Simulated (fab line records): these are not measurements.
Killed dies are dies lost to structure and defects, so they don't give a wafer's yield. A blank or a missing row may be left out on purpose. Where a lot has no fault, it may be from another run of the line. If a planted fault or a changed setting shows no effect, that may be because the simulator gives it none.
Struck lot and sound lot, side by side / flow berkeley-cmos170 / 37 steps out of a route of 331
Sound: wafers L432.2, L432.3, L432.6. The struck wafers were L431.3, L431.5, L431.6. The cause is given at the end.
Order at every step that has rows: each side's tool, ch and its chambers, its first start. Under that, the readings that differ: sound wafers / struck wafers / difference of the means / sigmas: that difference in standard deviations of wafers without a fault.
alike: same words and numbers on both sides, and readings whose means sit less than 2 such deviations apart. not compared: any withheld reading, any reading some wafer has no value for, any bound like >300 that may hide the same value, and any number with overlapping values for which the record gives no deviation.
Wherever a step has rows on one side only, a row that says differs or no value, or a row with sigmas, the two part there. Numbers that don't overlap but have no deviation are shown without sigmas and don't part them. A reading that every wafer of one side lacks parts them only if that side has two wafers or more.

UCB170_SPACER_CVD_00: deposits SiO2 from TEOS/O2, target thk 376 nm, time 47 s.
  sound on pecvd-03 ch 0,2, day 8 22:34; struck on pecvd-04 ch 0,1,2, day 8 22:55
  alike: heater-power-w, rf-fwd-power-W
UCB170_SPACER_THK_MEAS_01:
  sound on film-metro-02, day 8 22:37; struck on film-metro-04, day 8 22:59
  alike: SPACER_TEOS_THK
then, 1 step without rows for these wafers: UCB170_SPACER_ANNEAL_02 (time 1800 s).
UCB170_SPACER_ETCHBACK_03: etches SiO2 in CHF3/CF4/Ar, stops on Si, target depth 376 nm, time 100 s.
  sound on rie-diel-02 ch 0,1,3, day 9 06:39; struck on rie-diel-01 ch 0,1,3, day 9 06:43
  alike: drypump-motor-current-A, oes-product-au, rf-fwd-power-W, throttle-valve-pct
  not compared: rf-hours-counter-h
then, 6 steps without rows for these wafers: UCB170_PSD_HMDS_00 (prime time 60 s); UCB170_PSD_COAT_01 (resist thk 900 nm); UCB170_PSD_SOFTBAKE_02 (time 60 s); UCB170_PSD_EXPOSE_03 (exposes mask PSELECT MOD, target cd 1200 nm); UCB170_PSD_PEB_04; UCB170_PSD_DEVELOP_05 (develop time 45 s).
UCB170_PSD_CD_MEAS_06 targets a cd of 1200 nm.
  sound on cd-sem-02, day 9 07:50; struck on cd-sem-02, day 9 08:05
  alike: cd-nm
UCB170_PSD_OVL_MEAS_07:
  sound on overlay-01, day 9 07:56; struck on overlay-02, day 9 08:11
  alike: PSD_OVL
UCB170_PSD_IMPLANT_08:
  sound on implanter-01 ch 0, day 9 07:59; struck on implanter-03 ch 0, day 9 08:15
reading=tilt-deg (degrees); sound=7.009 7.000 6.997; struck=7.908 7.911 7.908; difference=+0.907; sigmas=+43
then, 1 step without rows for these wafers: UCB170_PSD_STRIP_09 (strips in O2).
UCB170_PSD_TW_MEAS_10:
  sound on film-metro-02, day 9 08:13; struck on film-metro-03, day 9 08:28
  alike: PSD_TW
then, 7 steps without rows for these wafers: UCB170_PSD_CLEAN_11 (cleans in SPM, time 600 s); UCB170_NSD_HMDS_00 (prime time 60 s); UCB170_NSD_COAT_01 (resist thk 900 nm); UCB170_NSD_SOFTBAKE_02 (time 60 s); UCB170_NSD_EXPOSE_03 (exposes mask NSELECT MOD, target cd 1200 nm); UCB170_NSD_PEB_04; UCB170_NSD_DEVELOP_05 (develop time 45 s).
UCB170_NSD_CD_MEAS_06 targets a cd of 1200 nm.
  sound on cd-sem-02, day 9 09:55; struck on cd-sem-02, day 9 10:18
reading=cd-nm (nm); sound=1201.7 1201.6 1201.3; struck=1198.0 1199.0 1198.7; difference=-3.0; sigmas=-2
UCB170_NSD_OVL_MEAS_07:
  sound on overlay-02, day 9 10:02; struck on overlay-02, day 9 10:24
  alike: NSD_OVL
next, for these wafers, 1 step has no rows: UCB170_NSD_IMPLANT_08.
UCB170_NSD_STRIP_09: strips in O2.
  sound on plasma-asher-04 ch 0,1, day 9 10:13; struck on plasma-asher-04 ch 0,1, day 9 10:36
  alike: drypump-motor-current-A, oes-product-au, strip-time-to-endpoint-s
  not compared: rf-hours-counter-h
UCB170_NSD_TW_MEAS_10:
  sound on film-metro-02, day 9 10:19; struck on film-metro-03, day 9 10:41
  alike: NSD_TW
then, 4 steps without rows for these wafers: UCB170_NSD_CLEAN_11 (cleans in SPM, time 600 s); UCB170_BACKSIDE_HMDS_00 (prime time 60 s); UCB170_BACKSIDE_COAT_01 (resist thk 900 nm); UCB170_BACKSIDE_SOFTBAKE_02 (time 60 s).
UCB170_BACKSIDE_STRIP_03: strips in O2.
  sound on plasma-asher-01 ch 0,1, day 9 10:59; struck on plasma-asher-02 ch 0,1, day 9 11:26
  alike: drypump-motor-current-A, oes-product-au, strip-time-to-endpoint-s
  not compared: rf-hours-counter-h
then, 2 steps without rows for these wafers: UCB170_BACKSIDE_CLEAN_04 (cleans in SPM, time 600 s); UCB170_SDANNEAL_RTA_00 (time 10 s).
UCB170_SDANNEAL_RTA_01: time 5 s.
  sound on rtp-anneal-02 ch 0, day 9 11:20; struck on rtp-anneal-01 ch 0, day 9 11:47
reading=anneal-temp-c-max; sound=1053.3 1054.2 1054.7; struck=1059.2 1057.3 1057.7; difference=+4.0; sigmas=+2
reading=lamp-power-pct (%); sound=37.1 37.1 37.1; struck=34.3 34.3 34.3; difference=-2.8; sigmas=-2
  alike: wafer_temp_C_max
UCB170_SDANNEAL_RS_MEAS_02: the measuring method here is four-point-probe.
  sound on film-metro-02, day 9 11:25; struck on film-metro-03, day 9 11:52
reading=PSD_RS (ohm/sq); sound=76.5 76.6 76.3; struck=- - -; difference=no value on the struck wafers; sigmas=
UCB170_SDANNEAL_RS_MEAS_03: the measuring method here is four-point-probe.
  sound on film-metro-02, day 9 11:32; struck on film-metro-03, day 9 11:59
  alike: NSD_RS

WHERE THEY PART
At UCB170_PSD_IMPLANT_08 first; at UCB170_SDANNEAL_RS_MEAS_02 last (within this record only). Later steps at which nothing parts them and some readings are alike: UCB170_SDANNEAL_RS_MEAS_03.

WHY: what the simulator had put in
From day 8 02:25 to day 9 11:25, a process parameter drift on implanter-03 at UCB170_PSD_IMPLANT_08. The setting tilt-deg was moved by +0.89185, starting from 7. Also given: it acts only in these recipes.
